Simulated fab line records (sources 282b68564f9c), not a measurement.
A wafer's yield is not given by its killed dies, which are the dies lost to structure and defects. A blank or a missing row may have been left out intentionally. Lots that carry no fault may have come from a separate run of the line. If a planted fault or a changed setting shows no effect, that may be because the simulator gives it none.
Comparing a struck lot with a sound one | flow rit cmos | 21 steps out of a route of 202
Sound: wafers L451.2, L451.3, L451.4. Struck: wafers L461.1, L461.3, L461.4. Last of all comes the cause.
Per side, at each step with rows, come the tool, then ch with its chambers, and then its first start. Under that, the readings that differ: sound wafers | struck wafers | difference of the means | sigmas: that difference in standard deviations of wafers without a fault.
alike: words and numbers the same on both sides, and readings whose means are apart by under 2 such deviations; not compared: readings that were withheld, readings missing a value for some wafer, numbers with overlapping values and no deviation given by the record, and bounds like >300 which may hide the same value.
Wherever a step has rows on one side only, a row that says differs or no value, or a row with sigmas, the two part there. When numbers do not overlap yet have no deviation, they are printed without sigmas and do not part them. A reading missing from all wafers of one side parts the sides only when that side holds two or more wafers.

first, 6 steps without rows for these wafers: RIT_NSD_HMDS_00 (prime time 60 s); RIT_NSD_COAT_01 (resist thk 1000 nm); RIT_NSD_SOFTBAKE_02 (time 60 s); RIT_NSD_EXPOSE_03 (exposes mask M9, target cd 40700 nm); RIT_NSD_PEB_04; RIT_NSD_DEVELOP_05 (develop time 50 s).
RIT_NSD_OVL_MEAS_06:
  sound: overlay-02 at day 3 05:04; struck: overlay-01 at day 5 07:40
  alike: NSD_OVL
then, 2 steps without rows for these wafers: RIT_NSD_HARDBAKE_07 (time 60 s); RIT_NSD_IMPLANT_08.
RIT_NSD_STRIP_09: strips in O2, time 180 s.
  sound on plasma asher-04 ch 0,1, day 3 05:24; struck on plasma asher-02 ch 0,1, day 5 08:00
  alike: drypump motor current A, rf refl power W
  not compared: rf hours counter h
RIT_NSD_TW_MEAS_10:
  sound: film metro-02 at day 3 05:35; struck: film metro-01 at day 5 08:10
  alike: NSD_TW
then, 1 step without rows for these wafers: RIT_PSD_HMDS_00 (prime time 60 s).
RIT_PSD_COAT_01: resist thk 1000 nm.
  sound on litho track-01 ch 0, day 3 05:49; struck on litho track-03 ch 0, day 5 08:23
  reading                                  | sound                | struck               | difference | sigmas
  spin speed rpm (rpm)                     | 3250.7 3249.5 3252.0 | 3737.3 3741.8 3736.4 | +487.8     | +99 or more
  model.NOVOLAK_of_PSD_COAT_01.thk nm (nm) | 997.4 1002 999.7     | 933.4 930.1 931.2    | -68.1      |
then, 4 steps without rows for these wafers: RIT_PSD_SOFTBAKE_02 (time 60 s); RIT_PSD_EXPOSE_03 (exposes mask M10, target cd 40900 nm); RIT_PSD_PEB_04; RIT_PSD_DEVELOP_05 (develop time 50 s).
RIT_PSD_OVL_MEAS_06:
  sound: overlay-02 at day 3 06:29; struck: overlay-02 at day 5 09:13
  alike: PSD_OVL
RIT_PSD_HARDBAKE_07: time 60 s.
  sound on litho track-04 ch 0, day 3 06:33; struck on litho track-01 ch 0, day 5 09:22
  reading                                  | sound             | struck            | difference | sigmas
  model.NOVOLAK_of_PSD_COAT_01.thk nm (nm) | 881.5 885.7 883.6 | 825.4 822.6 823.5 | -59.8      |
then, 1 step without rows for these wafers: RIT_PSD_IMPLANT_08.
RIT_M1_PROBE_99:
  sound: prober-01 at day 3 14:52; struck: prober-01 at day 5 17:43
  alike: killed_at_M0_to_M3, killed at contacts, killed at front end, killed dies, killed open, killed short

## WHERE THEY PART
Only at RIT_PSD_COAT_01, as far as this record shows. Later steps at which nothing parts them and some readings are alike: RIT_PSD_OVL_MEAS_06, RIT_M1_PROBE_99.

WHY: what the simulator had put in
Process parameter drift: litho track-03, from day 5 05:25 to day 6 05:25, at RIT_PSD_COAT_01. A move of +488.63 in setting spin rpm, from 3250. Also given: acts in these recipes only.
